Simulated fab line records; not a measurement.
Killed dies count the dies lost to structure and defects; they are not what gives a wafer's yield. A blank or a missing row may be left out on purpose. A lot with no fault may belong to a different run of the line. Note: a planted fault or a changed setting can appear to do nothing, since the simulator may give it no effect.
Lot-split experiment | flow berkeleyCmos170 | 23 wafers read across 5 lots, on a route 331 steps long

== THE SPLIT ITSELF ==
At UCB170_V2_ETCH_14 (etches SiO2 in CHF3/CF4/Ar, stops on Al, target depth 1250 nm, time 291 s), the setting timeS was moved away from the recipe's 291 s on 11 of the 23 wafers read, by -10.2% to +7.5%. All remaining wafers had this setting at the recipe value.

The split's own step is where the reading is taken.

== THE READING ==
KrF_of_V2_COAT_07.thkNm (the simulator's own value, which no gauge read), in nm, at UCB170_V2_ETCH_14 (etches SiO2 in CHF3/CF4/Ar, stops on Al, target depth 1250 nm, time 291 s). The file gives no usual value for it. Here, 12 wafers ran the recipe; their average is 609.0 nm with a standard deviation of 4.5 nm.

wafer  | tool, chamber at the split | timeS as run, s | against the recipe | KrF_of_V2_COAT_07.thkNm, nm | against lot-mates on the recipe
L074.1 | rieDiel-02, 3              | 291             | recipe             | 614.9                       | -
L074.2 | rieDiel-02, 0              | 277.6           | -4.6%              | 623.6                       | +10.7
L074.3 | rieDiel-02, 1              | 277.6           | -4.6%              | 624.8                       | +11.9
L074.4 | rieDiel-02, 0              | 291             | recipe             | 608.9                       | -
L074.5 | rieDiel-02, 1              | 291             | recipe             | 614.8                       | -
L078.2 | rieDiel-01, 0              | 291             | recipe             | 601.4                       | -
L078.3 | rieDiel-01, 2              | 291             | recipe             | 609.8                       | -
L078.4 | rieDiel-01, 1              | 266.7           | -8.4%              | 627.8                       | +22.2
L078.5 | rieDiel-01, 1              | 266.7           | -8.4%              | 627.9                       | +22.3
L078.6 | rieDiel-01, 2              | 266.7           | -8.4%              | 634                         | +28.4
L083.1 | rieDiel-01, 3              | 261.3           | -10.2%             | 634.1                       | +30.9
L083.2 | rieDiel-01, 0              | 261.3           | -10.2%             | 631.7                       | +28.5
L083.4 | rieDiel-01, 1              | 291             | recipe             | 605.1                       | -
L083.5 | rieDiel-01, 0              | 291             | recipe             | 601.2                       | -
L083.6 | rieDiel-01, 3              | 261.3           | -10.2%             | 634.7                       | +31.5
L082.1 | rieDiel-03, 0              | 312.9           | +7.5%              | 590.4                       | -19.6
L082.2 | rieDiel-03, 1              | 291             | recipe             | 608.9                       | -
L082.3 | rieDiel-03, 2              | 312.9           | +7.5%              | 602.2                       | -7.8
L082.5 | rieDiel-03, 0              | 312.9           | +7.5%              | 590.8                       | -19.2
L082.6 | rieDiel-03, 1              | 291             | recipe             | 611.1                       | -
L084.2 | rieDiel-02, 1              | 291             | recipe             | 612.8                       | -
L084.4 | rieDiel-02, 0              | 291             | recipe             | 606.6                       | -
L084.5 | rieDiel-02, 3              | 291             | recipe             | 612.8                       | -

FIT RESULTS
A straight line over all 23 wafers: KrF_of_V2_COAT_07.thkNm changes by -2.31 nm for each +1% of timeS; r = -0.95; the points scatter about the line by 4.4 nm.
The same after taking each lot's own level away (the mean of its wafers on the recipe; 23 wafers): -2.64 nm for each +1%; r = -0.97; scatter 3.7 nm.
The reading moves by 27 nm for the largest change in timeS, on that fit.
The lots' own levels span 603.15 to 612.87 nm, that is 2.2 times the standard deviation above.
So the lot-to-lot level changes the slope: the two fits differ.
Check: for one of the wafers moved furthest among these (-10.2%), held out of the fit, the line's prediction against its lot-mates is +27.7 nm. Against them it came out at +30.9 nm.

== FURTHER SPLITS ON THESE WAFERS ==
Before the reading, these wafers also passed through other splits. Each is held against what the fit with the lots' levels taken away leaves over:
other split on the same wafers   | wafers away from the commonest value | r with KrF_of_V2_COAT_07.thkNm (lot level and that fit taken away)
UCB170_CONTACT_ETCH_17 sourceW   | 12                                   | +0.32
UCB170_V1_EXPOSE_09 doseMj       | 8                                    | -0.09
UCB170_V2_CMP_02 leaveAboveRefNm | 10                                   | +0.29

== THE WHOLE CHAIN: every reading that the file lists as answering this split, in the file's order ==
step               | what it does                                                              | reading                                                                  | change (the file's fit)              | r (the file's)
UCB170_V2_ETCH_14  | etches SiO2 in CHF3/CF4/Ar, stops on Al, target depth 1250 nm, time 291 s | KrF_of_V2_COAT_07.thkNm (the simulator's own value, which no gauge read) | -2.71 nm for each +1% of the setting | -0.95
UCB170_V2_STRIP_15 | strips in O2                                                              | stripTimeToEndpointS                                                     | withheld for each +1% of the setting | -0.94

== THE FILE'S OWN FIT ==
KrF_of_V2_COAT_07.thkNm changes by -2.71 nm for each +1% of timeS, r = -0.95.
